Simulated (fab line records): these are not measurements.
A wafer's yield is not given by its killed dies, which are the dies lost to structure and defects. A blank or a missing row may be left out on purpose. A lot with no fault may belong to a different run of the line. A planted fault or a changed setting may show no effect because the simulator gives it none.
Comparing a struck lot with a sound one | flow ritCmos | 29 out of 202 route steps
Sound: these wafers, L819.3, L819.5, L819.6. The struck wafers were L823.1, L823.4, L823.6. The cause comes at the end.
For every step that has rows: the tool of each side, followed by ch and its chambers, followed by its first start. Under that, the readings that differ: sound wafers | struck wafers | difference of the means | sigmas: that difference in standard deviations of wafers without a fault.
alike: words and numbers the same on both sides, and readings whose means are apart by under 2 such deviations; not compared: readings that were withheld, readings missing a value for some wafer, numbers with overlapping values and no deviation given by the record, and bounds like >300 which may hide the same value.
Wherever a step has rows on one side only, a row that says differs or no value, or a row with sigmas, the two part there. When numbers do not overlap yet have no deviation, they are printed without sigmas and do not part them. Lack of a reading on every wafer of one side parts them only where that side has two or more wafers.

first, 6 steps without rows for these wafers: RIT_SDANNEAL_RTA_03 (time 5 s); RIT_SILICIDE_WET_ETCH_00 (etches SiO2 in BOE, target depth 14 nm, time 15 s); RIT_SILICIDE_SPUTTER_01 (material Ti, target thk 30 nm, time 240 s); RIT_SILICIDE_RTA_04 (time 10 s, ramp up 5 s, ramp down 5 s); RIT_SILICIDE_WET_ETCH_05 (etches Ti in SPM, time 120 s); RIT_SILICIDE_RTA_06 (time 10 s, ramp up 5 s, ramp down 10 s).
RIT_CONTACT_CVD_00: deposits SiO2 from TEOS, target thk 400 nm, time 61 s.
  sound on pecvd-02 ch 0,1,2, day 5 00:40; struck on pecvd-04 ch 0,1,2, day 5 21:31
reading         | sound             | struck            | difference | sigmas
rfFwdPowerW (W) | 397.9 394.5 394.1 | 400.6 397.4 398.1 | +3.2       | +2
  alike: heaterPowerW
then, 21 steps without rows for these wafers: RIT_CONTACT_HMDS_02 (prime time 60 s); RIT_CONTACT_COAT_03 (resist thk 1009 nm); RIT_CONTACT_SOFTBAKE_04 (time 60 s); RIT_CONTACT_EXPOSE_05 (exposes mask M11, target cd 1000 nm); RIT_CONTACT_PEB_06; RIT_CONTACT_DEVELOP_07 (develop time 120 s); RIT_CONTACT_HARDBAKE_10 (time 60 s); RIT_CONTACT_ETCH_11 (etches SiO2 in CHF3/CF4/Ar, stops on TiSi2, target depth 480 nm, time 320 s); RIT_CONTACT_STRIP_12 (strips in O2, time 180 s); RIT_CONTACT_CLEAN_13 (cleans in SC1, time 600 s); RIT_CONTACT_CLEAN_14 (cleans in SC2, time 600 s); RIT_M1_SPUTTER_00 (material Al, target thk 400 nm, time 500 s); RIT_M1_HMDS_03 (prime time 60 s); RIT_M1_COAT_04 (resist thk 1300 nm); RIT_M1_SOFTBAKE_05 (time 60 s); RIT_M1_EXPOSE_06 (exposes mask M12, target cd 2600 nm); RIT_M1_PEB_07; RIT_M1_DEVELOP_08 (develop time 68 s); RIT_M1_HARDBAKE_11 (time 120 s); RIT_M1_METAL_ETCH_12 (etches Al in Cl2/BCl3, stops on SiO2, time 165 s, target depth 600 nm); RIT_M1_STRIP_13 (strips in nmp, time 600 s).
RIT_M1_PROBE_99:
  sound: prober-01 at day 5 07:01; struck: prober-01 at day 6 04:02
reading          | sound | struck                                                                  | difference                   | sigmas
hold             | - - - | awaitDispo/1.6h/release awaitDispo/1.6h/release awaitDispo/1.6h/release | no value on the sound wafers | 
killedAtContacts | 0 0 0 | 34 32 12                                                                | +26                          | +99 or more
killedDies       | 4 5 7 | 43 43 16                                                                | +29                          | +9
  alike: killedAtFrontEnd, killedOpen, killedShort

## WHERE THEY PART
At RIT_CONTACT_CVD_00 first; at RIT_M1_PROBE_99 last (within this record only).

WHY: what had been put in by the simulator
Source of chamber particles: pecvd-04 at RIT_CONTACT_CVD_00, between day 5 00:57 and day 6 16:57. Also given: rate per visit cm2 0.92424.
